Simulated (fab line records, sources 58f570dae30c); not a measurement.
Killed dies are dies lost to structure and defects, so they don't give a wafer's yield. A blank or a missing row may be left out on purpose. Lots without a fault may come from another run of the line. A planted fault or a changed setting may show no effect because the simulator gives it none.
Chamber matching | flow berkeley_cmos170 | UCB170_M2_ETCH_17 on rie_diel-04: 4 sister chambers
The step etches BARC in N2/H2. 8 wafers are shown with their chamber, then 7 later ones without.

WAFERS WITH THEIR CHAMBER
wafer  | chamber | throttle_valve_pct (%) | oes_product_au (a.u.)
L911.4 | 3       | 13.35                  | 0.98
L909.5 | 0       | 13.49                  | 1.02
L909.6 | 3       | 13.36                  | 0.99
L910.5 | 1       | 13.50                  | 0.95
L910.6 | 0       | 13.50                  | 1.04
L912.1 | 1       | 13.51                  | 0.96
L912.3 | 2       | 13.05                  | 0.97
L912.4 | 2       | 13.04                  | 0.97

WAFERS WITHOUT THEIR CHAMBER
wafer  | throttle_valve_pct (%) | oes_product_au (a.u.)
L915.1 | 13.48                  | 0.94
L915.2 | 13.06                  | 0.96
L915.4 | 13.51                  | 1.03
L919.1 | 13.51                  | 0.96
L919.4 | 13.37                  | 0.98
L920.2 | 13.05                  | 0.98
L920.3 | 13.36                  | 0.99

WHICH CHAMBER EACH WENT THROUGH
wafer  | from the rows above | in truth
L915.1 | 1                   | 1
L915.2 | 2                   | 2
L915.4 | 0                   | 0
L919.1 | 1                   | 1
L919.4 | 3                   | 3
L920.2 | 2                   | 2
L920.3 | 3                   | 3
Placed correctly: 7 of 7. Can't be placed from these rows: 0. Placed wrongly: 0.
How it was worked out, from the rows above alone: a wafer's distance from a chamber is the root of the sum, over the readings, of the square of ((its reading less the chamber's mean) divided by the reading's scatter). The wafer belongs to the nearest chamber; if the next one is less than 2 further off, it can't be placed. A chamber's mean is the mean of its shown wafers. The scatter: the root of (the sum of the squares of (reading less its chamber's mean) over the shown wafers, divided by (wafers less chambers)).
